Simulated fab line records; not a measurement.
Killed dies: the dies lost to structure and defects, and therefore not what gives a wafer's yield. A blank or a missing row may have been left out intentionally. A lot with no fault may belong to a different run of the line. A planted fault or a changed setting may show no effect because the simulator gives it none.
fab line records	flow ritCmos
[record] lots = 13	wafers = 39	lastDay = 7
route steps=202 shown ACTIVE@16 PWELL@45 NWELL@51 GATE@89 M1@202
lots that met no fault: from a run of the same line without faults
startH: hours from the record's opening day to when the first of the lot's shown wafers began	waitH: hours elapsed since this lot's preceding step	" repeats the value in the row above	L1.1+2: a row that stands for several wafers	- no value, or no start given	* or withheld: withheld	< > ~ a bound
route shown NAME@n: a module of which the file shows steps, and the number in the route of the first	usual: mean/standard deviation taken from wafers without a fault	same: alike in all rows	chamber/n: place in a boat	sites: readings site by site	_std_site: standard deviation across them	_edge_site: inner sites' mean taken away from outer sites' mean	radiusMm: for every site, how far away it sits from the centre of the wafer	mask NAME#n: copy n	behind: the tool/chamber that last shaped the wafer	hold: the reason the lot was held/the length of the hold in hours/how it ended	device: names the non-switching transistor (n, p or np)	end of line: the route-end tests of the same wafers	step lacking rows: just its recipe	killed: dies that structure and defects cost at the first sort, which is not the same as the wafer's yield	map: dies across one wafer; x = killed, . = not, _ = none there
set.NAME: the setting the step ran with; set.NAME@STEP: the setting that earlier step ran with	model.NAME: the simulator's own value behind a step, which no gauge read
one table for each step of the route and one row for each wafer, over a sample of lots
services: when a tool's chamber went out of use (startH, in hours from the record's first day, below 0 if earlier), for how many hours, and the reason
[[steps]]
[step RIT_ACTIVE_CD_MEAS_90]
[recipe] targetCdNm = 1400
[usual] cdNm = 1400.1/2.6
lot.wafer	tool	chamber	startH	waitH	cdNm
L938.2	cdSem-02	-	15.16	0.1	1400.7
L938.4	"	-	"	"	1401.0
L938.5	"	-	"	"	1400.4
L939.1	cdSem-01	-	21.60	0.1	1398.0
L939.2	"	-	"	"	1402.0
L939.4	"	-	"	"	1400.9
L940.1	cdSem-02	-	26.95	0.1	1400.8
L940.2	"	-	"	"	1400.3
L940.4	"	-	"	"	1399.2
L941.1	cdSem-02	-	30.06	0.1	1399.3
L941.5	"	-	"	"	1398.2
L941.6	"	-	"	"	1397.9
L943.1	cdSem-02	-	42.04	0.1	1404.3
L943.2	"	-	"	"	1403.9
L943.5	"	-	"	"	1400.8
L944.2	cdSem-01	-	46.47	0.1	1401.4
L944.3	"	-	"	"	1402.0
L944.5	"	-	"	"	1400.2
L947.1	cdSem-02	-	60.81	0.1	1400.4
L947.4	"	-	"	"	1401.1
L947.6	"	-	"	"	1401.3
L948.2	cdSem-02	-	67.04	0.1	1396.7
L948.3	"	-	"	"	1400.0
L948.4	"	-	"	"	1398.8
L950.2	cdSem-02	-	76.01	0.1	1397.4
L950.4	"	-	"	"	1397.5
L950.5	"	-	"	"	1396.3
L955.1	cdSem-01	-	100.06	0.1	1402.4
L955.2	"	-	"	"	1402.0
L955.6	"	-	"	"	1400.5
L956.1	cdSem-01	-	105.21	0.1	1399.8
L956.3	"	-	"	"	1400.0
L956.6	"	-	"	"	1402.1
L957.1	cdSem-02	-	112.96	0.1	1404.2
L957.4	"	-	"	"	1403.9
L957.6	"	-	"	"	1403.8
L958.2	cdSem-02	-	116.27	0.1	1400.8
L958.4	"	-	"	"	1398.4
L958.5	"	-	"	"	1399.2
[step RIT_PWELL_OVL_MEAS_06]
[usual] PWELL_OVL = 0.2/1.7
lot.wafer	tool	chamber	startH	waitH	PWELL_OVL[nm]
L938.2	overlay-02	-	23.51	-	-1.5
L938.4	"	-	"	"	-3.2
L938.5	"	-	"	"	-0.8
L939.1	overlay-01	-	28.50	-	3.2
L939.2	"	-	"	"	1.7
L939.4	"	-	"	"	1.3
L940.1	overlay-01	-	33.76	-	3.8
L940.2	"	-	"	"	2.8
L940.4	"	-	"	"	0.5
L941.1	overlay-01	-	40.09	-	-1.7
L941.5	"	-	"	"	1.1
L941.6	"	-	"	"	-2.0
L943.1	overlay-01	-	53.96	-	2.4
L943.2	"	-	"	"	1.2
L943.5	"	-	"	"	1.7
L944.2	overlay-01	-	54.47	-	-0.3
L944.3	"	-	"	"	1.0
L944.5	"	-	"	"	1.1
L947.1	overlay-01	-	68.86	-	-0.4
L947.4	"	-	"	"	0.2
L947.6	"	-	"	"	-0.2
L948.2	overlay-01	-	74.45	-	2.0
L948.3	"	-	"	"	0.3
L948.4	"	-	"	"	2.2
L950.2	overlay-02	-	83.24	-	-1.7
L950.4	"	-	"	"	0.1
L950.5	"	-	"	"	-1.4
L955.1	overlay-01	-	108.42	-	1.7
L955.2	"	-	"	"	0.0
L955.6	"	-	"	"	1.0
L956.1	overlay-01	-	114.70	-	-0.8
L956.3	"	-	"	"	-0.1
L956.6	"	-	"	"	1.0
L957.1	overlay-02	-	120.12	-	0.2
L957.4	"	-	"	"	-0.9
L957.6	"	-	"	"	-1.0
L958.2	overlay-02	-	125.01	-	0.1
L958.4	"	-	"	"	-0.5
L958.5	"	-	"	"	-1.1
[step RIT_WELLDRIVE_RS_MEAS_01]
[recipe] thkMeasGauge = four-point-probe
[usual] NWELL_RS = 275.6/1
lot.wafer	tool	chamber	startH	waitH	NWELL_RS[ohm/sq]
L938.2	filmMetro-04	-	29.28	0.0	275.0
L938.4	"	-	"	"	274.6
L938.5	"	-	"	"	275.0
L939.1	filmMetro-04	-	34.34	0.0	274.8
L939.2	"	-	"	"	273.5
L939.4	"	-	"	"	274.7
L940.1	filmMetro-04	-	41.43	0.0	275.9
L940.2	"	-	"	"	275.7
L940.4	"	-	"	"	275.8
L941.1	filmMetro-01	-	47.86	0.0	275.0
L941.5	"	-	"	"	274.4
L941.6	"	-	"	"	274.9
L943.1	filmMetro-01	-	59.72	0.0	275.5
L943.2	"	-	"	"	274.6
L943.5	"	-	"	"	274.7
L944.2	filmMetro-04	-	62.14	0.0	276.3
L944.3	"	-	"	"	275.1
L944.5	"	-	"	"	274.9
L947.1	filmMetro-02	-	76.03	0.0	273.9
L947.4	"	-	"	"	274.0
L947.6	"	-	"	"	273.9
L948.2	filmMetro-01	-	80.80	0.0	274.8
L948.3	"	-	"	"	275.5
L948.4	"	-	"	"	275.6
L950.2	filmMetro-01	-	89.62	0.0	274.2
L950.4	"	-	"	"	274.9
L950.5	"	-	"	"	275.4
L955.1	filmMetro-02	-	114.17	0.0	275.2
L955.2	"	-	"	"	275.1
L955.6	"	-	"	"	274.8
L956.1	filmMetro-02	-	120.45	0.0	274.6
L956.3	"	-	"	"	275.1
L956.6	"	-	"	"	275.1
L957.1	filmMetro-02	-	126.25	0.0	274.1
L957.4	"	-	"	"	273.7
L957.6	"	-	"	"	274.2
L958.2	filmMetro-01	-	131.60	0.0	276.6
L958.4	"	-	"	"	276.4
L958.5	"	-	"	"	277.8
[step RIT_GATE_EXPOSE_13]
[recipe] maskId = M6	na = 0.6	sourceShape = conventional	sigmaOuter = 0.6	targetCdNm = 150	doseMj = 380
[usual] stageVelMmS = 500.05/0.24
lot.wafer	tool	chamber	startH	waitH	mask	stageVelMmS
L938.2	ilineStepper-02	0	39.35	0.1	M6#0	499.91
L938.4	"	0	"	"	M6#0	499.85
L938.5	"	0	"	"	M6#0	499.97
L939.1	ilineStepper-01	0	48.47	0.2	M6#0	500.03
L939.2	"	0	"	"	M6#0	499.93
L939.4	"	0	"	"	M6#0	500.07
L940.1	ilineStepper-01	0	53.01	0.1	M6#0	499.77
L940.2	"	0	"	"	M6#0	500.05
L940.4	"	0	"	"	M6#0	500.11
L941.1	ilineStepper-01	0	56.42	0.1	M6#0	500.21
L941.5	"	0	"	"	M6#0	499.91
L941.6	"	0	"	"	M6#0	500.13
L943.1	ilineStepper-01	0	67.47	0.2	M6#0	500.41
L943.2	"	0	"	"	M6#0	500.30
L943.5	"	0	"	"	M6#0	500.32
L944.2	ilineStepper-01	0	71.47	0.1	M6#0	500.01
L944.3	"	0	"	"	M6#0	499.87
L944.5	"	0	"	"	M6#0	500.00
L947.1	ilineStepper-01	0	85.28	0.2	M6_R1#0	500.02
L947.4	"	0	"	"	M6_R1#0	500.32
L947.6	"	0	"	"	M6_R1#0	500.20
L948.2	ilineStepper-02	0	88.64	0.2	M6#0	499.85
L948.3	"	0	"	"	M6#0	499.83
L948.4	"	0	"	"	M6#0	499.99
L950.2	ilineStepper-01	0	97.07	0.1	M6#0	499.76
L950.4	"	0	"	"	M6#0	499.86
L950.5	"	0	"	"	M6#0	499.89
L955.1	ilineStepper-02	0	123.48	0.2	M6#0	500.04
L955.2	"	0	"	"	M6#0	500.03
L955.6	"	0	"	"	M6#0	499.98
L956.1	ilineStepper-01	0	128.87	0.2	M6#0	499.98
L956.3	"	0	"	"	M6#0	500.10
L956.6	"	0	"	"	M6#0	500.03
L957.1	ilineStepper-01	0	136.20	0.1	M6#0	500.16
L957.4	"	0	"	"	M6#0	500.32
L957.6	"	0	"	"	M6#0	499.94
L958.2	ilineStepper-01	0	139.51	0.1	M6#0	500.16
L958.4	"	0	"	"	M6#0	500.02
L958.5	"	0	"	"	M6#0	500.37
[step RIT_GATE_CD_MEAS_16]
[recipe] targetCdNm = 150
[usual] cdNm = 149.8/2.4
lot.wafer	tool	chamber	startH	waitH	cdNm
L938.2	cdSem-02	-	39.75	-	146.9
L938.4	"	-	"	"	146.8
L938.5	"	-	"	"	148.4
L939.1	cdSem-02	-	48.87	-	147.5
L939.2	"	-	"	"	150.3
L939.4	"	-	"	"	145.9
L940.1	cdSem-01	-	53.41	-	147.9
L940.2	"	-	"	"	147.5
L940.4	"	-	"	"	147.6
L941.1	cdSem-02	-	56.82	-	152.1
L941.5	"	-	"	"	152.9
L941.6	"	-	"	"	152.3
L943.1	cdSem-02	-	67.87	-	144.5
L943.2	"	-	"	"	146.1
L943.5	"	-	"	"	146.8
L944.2	cdSem-02	-	71.87	-	148.4
L944.3	"	-	"	"	149.0
L944.5	"	-	"	"	146.5
L947.1	cdSem-02	-	85.70	-	138.0
L947.4	"	-	"	"	136.0
L947.6	"	-	"	"	135.6
L948.2	cdSem-01	-	89.04	-	151.6
L948.3	"	-	"	"	151.5
L948.4	"	-	"	"	151.0
L950.2	cdSem-01	-	97.47	-	149.6
L950.4	"	-	"	"	150.9
L950.5	"	-	"	"	152.9
L955.1	cdSem-01	-	123.88	-	145.4
L955.2	"	-	"	"	147.0
L955.6	"	-	"	"	147.3
L956.1	cdSem-02	-	129.27	-	149.1
L956.3	"	-	"	"	148.9
L956.6	"	-	"	"	147.5
L957.1	cdSem-01	-	136.60	-	147.0
L957.4	"	-	"	"	149.8
L957.6	"	-	"	"	150.3
L958.2	cdSem-02	-	139.91	-	151.7
L958.4	"	-	"	"	150.4
L958.5	"	-	"	"	153.5
[step RIT_M1_PROBE_99]
[usual] killedAtContacts = 0.1/0.3	killedAtFrontEnd = 7/3.3	killedDies = 7/3.3	killedOpen = 3.8/2.3	killedShort = 3.5/2.1
[same] grossDies = 264	killed_at_M0_to_M3 = 0	killed_at_M4_up = 0	killedAtBackSide = 0	killedAtOther = 0
lot.wafer	tool	chamber	startH	waitH	killedAtContacts	killedAtFrontEnd	killedDies	killedOpen	killedShort
L938.2	prober-01	-	62.24	0.1	0	3	3	1	2
L938.4	prober-01	-	62.34	0.2	0	5	5	3	2
L938.5	prober-01	-	62.39	0.2	1	7	8	4	3
L939.1	prober-01	-	69.80	0.1	1	7	8	1	7
L939.2	prober-01	-	69.85	0.1	0	9	9	5	4
L939.4	prober-01	-	69.95	0.2	0	7	7	2	4
L940.1	prober-01	-	73.97	0.1	0	4	4	1	3
L940.2	prober-01	-	74.02	0.1	0	7	7	5	2
L940.4	prober-01	-	74.12	0.2	0	7	7	4	2
L941.1	prober-01	-	79.11	0.1	0	4	4	2	2
L941.5	prober-01	-	79.31	0.2	0	7	7	4	3
L941.6	prober-01	-	79.36	0.2	0	8	8	2	6
L943.1	prober-01	-	88.33	0.1	0	8	8	4	4
L943.2	prober-01	-	88.38	0.1	0	8	8	6	2
L943.5	prober-01	-	88.53	0.2	1	5	6	5	1
L944.2	prober-01	-	92.44	0.1	0	8	8	6	2
L944.3	prober-01	-	92.49	0.2	0	5	5	2	3
L944.5	prober-01	-	92.59	0.2	0	10	10	4	6
L947.1	prober-01	-	107.04	0.1	0	9	9	8	1
L947.4	prober-01	-	107.19	0.2	0	9	9	4	4
L947.6	prober-01	-	107.29	0.2	0	8	8	5	3
L948.2	prober-01	-	109.85	0.1	0	9	9	5	4
L948.3	prober-01	-	109.90	0.2	1	7	8	4	4
L948.4	prober-01	-	109.95	0.2	0	3	3	1	2
L950.2	prober-01	-	119.07	0.1	0	4	4	3	1
L950.4	prober-01	-	119.17	0.2	0	12	12	8	4
L950.5	prober-01	-	119.22	0.2	0	10	10	7	3
L955.1	prober-02	-	143.96	0.1	0	6	6	3	3
L955.2	prober-02	-	144.01	0.1	0	9	9	3	6
L955.6	prober-02	-	144.21	0.2	0	4	4	2	2
L956.1	prober-01	-	151.62	0.1	0	12	12	3	9
L956.3	prober-01	-	151.72	0.2	0	9	9	5	4
L956.6	prober-01	-	151.87	0.2	0	4	4	3	1
L957.1	prober-02	-	156.43	0.1	0	12	12	4	8
L957.4	prober-02	-	156.58	0.2	0	9	9	5	4
L957.6	prober-02	-	156.68	0.2	0	12	12	6	6
L958.2	prober-01	-	162.30	0.1	1	12	13	9	4
L958.4	prober-01	-	162.40	0.2	0	9	9	3	6
L958.5	prober-01	-	162.45	0.2	0	7	7	5	2
// killed by level:class
L938.2 FOX1:geometricParticle:short=1 GATE:geometricParticle:short=1 REOX:geometricParticle:open=1
L938.4 GATE:geometricParticle:open=3 FOX1:geometricParticle:short=1 SILICIDE:geometricParticle:short=1
L938.5 GATE:geometricParticle:open=2 FOX1:geometricParticle:short=1 GATE:geometricParticle:short=1 SPACER:geometricParticle:open=1 SILICIDE:geometricParticle:short=1 SILICIDE:geometricParticle:open=1 CONTACT:coatMicrobubblePrinted=1
L939.1 REOX:geometricParticle:short=4 FOX1:geometricParticle:short=1 GATE:geometricParticle:short=1 GATE:geometricParticle:open=1 CONTACT:geometricParticle:short=1
L939.2 GATE:geometricParticle:open=3 REOX:geometricParticle:short=2 FOX1:geometricParticle:short=1 GATE:geometricParticle:short=1 REOX:geometricParticle:open=1 SILICIDE:geometricParticle:open=1
L939.4 REOX:geometricParticle:short=2 FOX1:geometricParticle:open=1 FOX1:geometricParticle:short=1 GATE:geometricParticle:short=1 SPACER:geometricParticle:open=1 PRETRO:coatMicrobubblePrinted=1
L940.1 GATE:geometricParticle:short=2 FOX1:geometricParticle:short=1 GATE:geometricParticle:open=1
L940.2 SPACER:geometricParticle:open=2 GATE:geometricParticle:open=1 REOX:geometricParticle:open=1 REOX:geometricParticle:short=1 SPACER:geometricParticle:short=1 SILICIDE:geometricParticle:open=1
L940.4 SILICIDE:geometricParticle:open=4 GATE:geometricParticle:short=1 SILICIDE:geometricParticle:short=1 NLDD:coatMicrobubblePrinted=1
L941.1 FOX1:geometricParticle:open=1 FOX2:geometricParticle:open=1 GATE:geometricParticle:short=1 SPACER:geometricParticle:short=1
L941.5 GATE:geometricParticle:open=3 FOX1:geometricParticle:open=1 FOX2:geometricParticle:short=1 SPACER:geometricParticle:short=1 SILICIDE:geometricParticle:short=1
L941.6 SPACER:geometricParticle:short=3 GATE:geometricParticle:short=2 FOX2:geometricParticle:open=1 FOX2:geometricParticle:short=1 SPACER:geometricParticle:open=1
L943.1 GATE:geometricParticle:short=3 GATE:geometricParticle:open=2 REOX:geometricParticle:open=2 REOX:geometricParticle:short=1
L943.2 GATE:geometricParticle:open=4 FOX1:geometricParticle:open=2 GATE:geometricParticle:short=1 SILICIDE:geometricParticle:short=1
L943.5 GATE:geometricParticle:open=1 REOX:geometricParticle:open=1 REOX:geometricParticle:short=1 SPACER:geometricParticle:open=1 SILICIDE:geometricParticle:open=1 CONTACT:geometricParticle:open=1
L944.2 FOX1:geometricParticle:open=2 SILICIDE:geometricParticle:open=2 ACTIVE:geometricParticle:short=1 FOX2:geometricParticle:open=1 GATE:geometricParticle:open=1 SILICIDE:geometricParticle:short=1
L944.3 GATE:geometricParticle:short=2 GATE:geometricParticle:open=1 SPACER:geometricParticle:short=1 SILICIDE:geometricParticle:open=1
L944.5 FOX1:geometricParticle:short=2 REOX:geometricParticle:open=2 REOX:geometricParticle:short=2 FOX1:geometricParticle:open=1 SPACER:geometricParticle:short=1 SILICIDE:geometricParticle:short=1 SILICIDE:geometricParticle:open=1
L947.1 FOX2:geometricParticle:open=3 GATE:geometricParticle:open=3 ACTIVE:geometricParticle:open=1 FOX2:geometricParticle:short=1 SPACER:geometricParticle:open=1
L947.4 GATE:geometricParticle:short=2 GATE:geometricParticle:open=2 SPACER:geometricParticle:short=2 FOX2:geometricParticle:open=1 SPACER:geometricParticle:open=1 GATE:areaExpose=1
L947.6 GATE:geometricParticle:short=3 FOX2:geometricParticle:open=2 GATE:geometricParticle:open=2 REOX:geometricParticle:open=1
L948.2 REOX:geometricParticle:short=4 FOX2:geometricParticle:open=2 GATE:geometricParticle:open=2 REOX:geometricParticle:open=1
L948.3 FOX1:geometricParticle:short=1 FOX1:geometricParticle:open=1 GATE:geometricParticle:short=1 GATE:geometricParticle:open=1 REOX:geometricParticle:open=1 REOX:geometricParticle:short=1 SILICIDE:geometricParticle:open=1 CONTACT:geometricParticle:short=1
L948.4 FOX1:geometricParticle:short=2 FOX1:geometricParticle:open=1
L950.2 GATE:geometricParticle:open=2 FOX2:geometricParticle:short=1 REOX:geometricParticle:open=1
L950.4 REOX:geometricParticle:open=3 FOX1:geometricParticle:open=2 FOX2:geometricParticle:short=2 FOX2:geometricParticle:open=1 GATE:geometricParticle:open=1 SPACER:geometricParticle:open=1 REOX:geometricParticle:short=1 SPACER:geometricParticle:short=1
L950.5 GATE:geometricParticle:open=3 FOX1:geometricParticle:open=2 FOX1:geometricParticle:short=1 FOX2:geometricParticle:open=1 REOX:geometricParticle:short=1 SPACER:geometricParticle:short=1 SILICIDE:geometricParticle:open=1
L955.1 GATE:geometricParticle:open=3 GATE:geometricParticle:short=2 SPACER:geometricParticle:short=1
L955.2 FOX1:geometricParticle:short=3 GATE:geometricParticle:short=2 REOX:geometricParticle:open=2 REOX:geometricParticle:short=1 SILICIDE:geometricParticle:open=1
L955.6 GATE:geometricParticle:open=1 REOX:geometricParticle:open=1 SPACER:geometricParticle:short=1 SILICIDE:geometricParticle:short=1
L956.1 GATE:geometricParticle:short=3 FOX2:geometricParticle:short=2 REOX:geometricParticle:short=2 FOX1:geometricParticle:short=1 FOX2:geometricParticle:open=1 REOX:geometricParticle:open=1 SPACER:geometricParticle:open=1 SPACER:geometricParticle:short=1
L956.3 FOX1:geometricParticle:open=3 FOX1:geometricParticle:short=2 FOX2:geometricParticle:short=1 REOX:geometricParticle:open=1 SPACER:geometricParticle:open=1 SPACER:geometricParticle:short=1
L956.6 FOX1:geometricParticle:open=1 FOX1:geometricParticle:short=1 FOX2:geometricParticle:open=1 GATE:geometricParticle:open=1
L957.1 GATE:geometricParticle:short=3 GATE:geometricParticle:open=2 SPACER:geometricParticle:short=2 FOX1:geometricParticle:short=1 REOX:geometricParticle:short=1 REOX:geometricParticle:open=1 SPACER:geometricParticle:open=1 SILICIDE:geometricParticle:short=1
L957.4 FOX1:geometricParticle:open=3 REOX:geometricParticle:short=2 FOX1:geometricParticle:short=1 GATE:geometricParticle:short=1 REOX:geometricParticle:open=1 SPACER:geometricParticle:open=1
L957.6 FOX1:geometricParticle:open=4 FOX1:geometricParticle:short=2 GATE:geometricParticle:open=1 GATE:geometricParticle:short=1 REOX:geometricParticle:open=1 REOX:geometricParticle:short=1 SPACER:geometricParticle:short=1 SILICIDE:geometricParticle:short=1
L958.2 SPACER:geometricParticle:open=3 GATE:geometricParticle:short=2 GATE:geometricParticle:open=2 REOX:geometricParticle:open=2 SPACER:geometricParticle:short=2 SILICIDE:geometricParticle:open=1 CONTACT:geometricParticle:open=1
L958.4 GATE:geometricParticle:short=3 GATE:geometricParticle:open=3 SILICIDE:geometricParticle:short=2 SPACER:geometricParticle:short=1
L958.5 REOX:geometricParticle:open=2 FOX2:geometricParticle:open=1 SPACER:geometricParticle:open=1 GATE:geometricParticle:open=1 SPACER:geometricParticle:short=1 SILICIDE:geometricParticle:short=1
[[services]]
tool	chamber	startH	hours	kind
ilineStepper-01	-	61.48	1.7	pm
ilineStepper-01	0	71.56	-	calibration
ilineStepper-02	-	95.08	4.4	pm
ilineStepper-01	-	106.96	4.4	pm
ilineStepper-02	-	115.69	1.7	pm
[[key]]
[firstSign] step = RIT_GATE_EXPOSE_13	reading = mask	direction = changed
[effect] step = RIT_GATE_CD_MEAS_16	reading = cdNm	direction = down	sigmas = 5.7	usual = 149.8	struck = 136.5
metAt RIT_GATE_EXPOSE_13
struckLots L947
testerLeftOut L947
notActingAt RIT_ACTIVE_CD_MEAS_90,RIT_PWELL_OVL_MEAS_06,RIT_WELLDRIVE_RS_MEAS_01
onsetBetween 71.47 85.28
[fault] kind = wrongMask	tool = any	chamber = -	onsetH = 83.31	steps = RIT_GATE_EXPOSE_13	auxCopy = M6_R1#0	cdOffsetNm = -12	scope = struckLotsOnly
// testerLeftOut: of these lots the tester's yield and bins aren't shown, on N5 and GAA mostly nor the transistor test; their killed dies are dies lost to structure and defects alone, not to doping, threshold or leakage, so they don't give the yield
